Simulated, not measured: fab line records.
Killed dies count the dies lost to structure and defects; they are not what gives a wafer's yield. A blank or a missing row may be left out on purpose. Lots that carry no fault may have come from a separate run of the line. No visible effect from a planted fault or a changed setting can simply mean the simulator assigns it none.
Check for tools in common -- flow berkeley cmos170 -- 39 wafers sampled across 13 lots

== THE REASON FOR OPENING IT ==
At UCB170_SCREENOX_THK_MEAS_02 the reading SCREENOX_OXIDE_THK is flagged on 3 of 13 lots. Wafers without a fault read 14.4 nm, standard deviation 0.3.
Rule: a lot is flagged in two cases, either no wafer of it has a number, or all its wafers with numbers fall more than 4 standard deviations from that mean. The other lots count as sound.

lot,measured,on,"SCREENOX_OXIDE_THK (nm), wafer by wafer",flag
L244,day 6 17:29,film metro-01,14.7 14.9 15.0,
L243,day 6 17:30,film metro-03,15.1 14.9 15.1,
L252,day 8 23:12,film metro-01,16.9 16.7 16.7,FLAGGED
L257,day 9 14:38,film metro-04,14.5 14.6 14.6,
L256,day 9 14:39,film metro-01,16.4 16.6 16.9,FLAGGED
L254,day 9 14:42,film metro-01,16.5 16.5 16.5,FLAGGED
L259,day 9 23:44,film metro-03,14.0 13.9 14.2,
L258,day 9 23:44,film metro-04,14.0 14.0 14.1,
L260,day 10 08:34,film metro-04,14.5 14.3 14.6,
L262,day 10 17:09,film metro-04,14.6 14.5 14.4,
L261,day 10 17:11,film metro-03,14.2 14.3 14.3,
L264,day 10 17:13,film metro-04,14.8 14.2 14.8,
L265,day 11 12:36,film metro-04,14.5 14.2 14.3,
Average over the flagged lots: 16.6 nm; offset from the usual +2.2 nm, equal to +7 standard deviations.

== TOOL THAT RAN EACH LOT ==
The record holds 1 process step before the reading, out of a route of 331 steps. Cell contents, in order: the tool; ch with the chambers the sampled wafers went through; the start.
lot,flag,UCB170_ZERO_STRIP_07
L244,,"plasma asher-02 ch 0, day 2 08:04"
L243,,"plasma asher-03 ch 0,1, day 2 01:08"
L252,FLAGGED,"plasma asher-04 ch 0,1, day 3 20:50"
L257,,"plasma asher-03 ch 0,1, day 4 16:29"
L256,FLAGGED,"plasma asher-04 ch 0,1, day 4 17:04"
L254,FLAGGED,"plasma asher-03 ch 1, day 4 05:43"
L259,,"plasma asher-03 ch 0,1, day 5 02:56"
L258,,"plasma asher-02 ch 0,1, day 5 00:29"
L260,,"plasma asher-03 ch 0,1, day 5 09:25"
L262,,"plasma asher-02 ch 0,1, day 6 00:11"
L261,,"plasma asher-02 ch 0, day 5 16:44"
L264,,"plasma asher-04 ch 0,1, day 6 07:02"
L265,,"plasma asher-03 ch 0,1, day 6 15:38"
What the steps here do:
- UCB170_ZERO_STRIP_07: strips in O2.
- UCB170_SCREENOX_THK_MEAS_02

== FLAGGED OVER TOTAL, TOOL BY TOOL (the gauges that took the reading come last) ==
step,tool,lots run,flagged,share of the flagged lots,sound lots run after its first flagged lot
UCB170_ZERO_STRIP_07,plasma asher-02,4,0,none,-
UCB170_ZERO_STRIP_07,plasma asher-03,6,1,some,"4 (L257,L259,L260,L265)"
UCB170_ZERO_STRIP_07,plasma asher-04,3,2,some,1 (L264)
UCB170_SCREENOX_THK_MEAS_02,film metro-01,4,3,all,0
UCB170_SCREENOX_THK_MEAS_02,film metro-03,3,0,none,-
UCB170_SCREENOX_THK_MEAS_02,film metro-04,6,0,none,-

== WHAT THE TABLE ALLOWS ==
Rows of the table that ran each flagged lot: 1, that is film metro-01 at UCB170_SCREENOX_THK_MEAS_02.
- film metro-01 at UCB170_SCREENOX_THK_MEAS_02 ran 4 lots, 3 of them flagged. It ran its last sound lot, L244, at day 6 17:29 and its first flagged lot, L252, at day 8 23:12: a fault with its onset between the two fits.
One tool is left: film metro-01 at UCB170_SCREENOX_THK_MEAS_02.

== WHAT THE SIMULATOR HAD PUT IN ==
Metrology matching offset: film metro-01, from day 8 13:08 on, at UCB170_SCREENOX_THK_MEAS_02. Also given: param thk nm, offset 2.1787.
Struck lots among those shown: L252, L256, L254. The rule above found the same.
